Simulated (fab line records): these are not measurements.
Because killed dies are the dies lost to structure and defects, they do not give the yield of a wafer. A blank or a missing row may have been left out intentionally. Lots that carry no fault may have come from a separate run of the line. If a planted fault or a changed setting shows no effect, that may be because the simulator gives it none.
Split-lot trial + flow berkeley_cmos170 + 23 wafers read from 5 lots, route of 331 steps

## ON THE SPLIT
At UCB170_V1_CVD_00 (deposits SiO2 from TEOS/O2, target thk 2000 nm, time 250 s), the setting time_s was moved away from the recipe's 250 s on 8 of the 23 wafers read, by -14.2% to +8.7%. For the rest of the wafers, this setting stayed at what the recipe calls for.

Between the split and the reading, the file records no step.

## THE READING
V1_TEOS_THK in nanometres, read at UCB170_V1_THK_MEAS_01. A value of 1997 nm with a standard deviation of 37 nm is what fault-free wafers of this fab line usually give.

| wafer  | tool, chamber at the split | time_s as run, s | against the recipe | V1_TEOS_THK, nm | against lot-mates on the recipe |
|--------|----------------------------|------------------|--------------------|-----------------|---------------------------------|
| L074.2 | pecvd-03, 1                | 250              | recipe             | 1958            | -                               |
| L074.3 | pecvd-03, 2                | 250              | recipe             | 1913            | -                               |
| L074.4 | pecvd-03, 1                | 250              | recipe             | 1998            | -                               |
| L074.5 | pecvd-03, 0                | 214.4            | -14.2%             | 1662            | -294                            |
| L074.6 | pecvd-03, 2                | 214.4            | -14.2%             | 1647            | -309                            |
| L075.2 | pecvd-02, 1                | 250              | recipe             | 1968            | -                               |
| L075.3 | pecvd-02, 2                | 250              | recipe             | 1980            | -                               |
| L075.4 | pecvd-02, 2                | 250              | recipe             | 1987            | -                               |
| L078.1 | pecvd-03, 1                | 260.4            | +4.2%              | 2080            | +128                            |
| L078.2 | pecvd-03, 0                | 260.4            | +4.2%              | 2012            | +60                             |
| L078.3 | pecvd-03, 2                | 250              | recipe             | 1938            | -                               |
| L078.4 | pecvd-03, 1                | 260.4            | +4.2%              | 2100            | +148                            |
| L078.6 | pecvd-03, 0                | 250              | recipe             | 1967            | -                               |
| L081.1 | pecvd-02, 2                | 250              | recipe             | 1983            | -                               |
| L081.2 | pecvd-02, 1                | 250              | recipe             | 1983            | -                               |
| L081.3 | pecvd-02, 0                | 250              | recipe             | 1987            | -                               |
| L081.4 | pecvd-02, 2                | 250              | recipe             | 1976            | -                               |
| L081.6 | pecvd-02, 0                | 250              | recipe             | 2026            | -                               |
| L080.1 | pecvd-03, 1                | 271.8            | +8.7%              | 2156            | +196                            |
| L080.2 | pecvd-03, 2                | 271.8            | +8.7%              | 2109            | +148                            |
| L080.3 | pecvd-03, 0                | 250              | recipe             | 1947            | -                               |
| L080.4 | pecvd-03, 1                | 271.8            | +8.7%              | 2220            | +260                            |
| L080.5 | pecvd-03, 2                | 250              | recipe             | 1974            | -                               |

THE FIT
A straight line over all 23 wafers: V1_TEOS_THK changes by +22.1 nm for each +1% of time_s; r = +0.97; the points scatter about the line by 31 nm.
The same after taking each lot's own level away (the mean of its wafers on the recipe; 23 wafers): +22.2 nm for each +1%; r = +0.97; scatter 29 nm.
Per that fit: largest time_s move, reading shift of 3.2e+02 nm.
The lots' own levels span 1952.5 to 1991.0 nm, that is 1.0 times the standard deviation above.
The two slopes agree, so the slope changes little with the lot-to-lot level.
Check: with one of the wafers moved furthest among these (-14.2%) left out of the fit, the line predicts -320 nm for it against its lot-mates. It came out at -294 nm against them.

## ADDITIONAL SPLITS CARRIED BY THESE WAFERS
Other splits were also applied to these wafers ahead of the reading. Each is held against what the fit with the lots' levels taken away leaves over:
| other split on the same wafers     | wafers away from the commonest value | r with V1_TEOS_THK (lot level and that fit taken away) |
|------------------------------------|--------------------------------------|--------------------------------------------------------|
| UCB170_NSD_IMPLANT_08 dose_cm2     | 10                                   | +0.00                                                  |
| UCB170_BACKSIDE_SOFTBAKE_02 temp_c | 4                                    | -0.11                                                  |
| UCB170_SILICIDE_SPUTTER_01 time_s  | 7                                    | +0.15                                                  |

## THE WHOLE CHAIN: every reading that the file lists as answering this split, in the file's order
| step                  | what it does                                               | reading                                                                   | change (the file's fit)            | r (the file's) |
|-----------------------|------------------------------------------------------------|---------------------------------------------------------------------------|------------------------------------|----------------|
| UCB170_V1_CVD_00      | deposits SiO2 from TEOS/O2, target thk 2000 nm, time 250 s | SiO2_of_V1_CVD_00.thk_nm (the simulator's own value, which no gauge read) | +22 nm for each +1% of the setting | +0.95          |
| UCB170_V1_THK_MEAS_01 |                                                            | V1_TEOS_THK                                                               | +22 for each +1% of the setting    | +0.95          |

## THE FILE'S OWN FIT
V1_TEOS_THK changes by +22 nm for each +1% of time_s, r = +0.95.
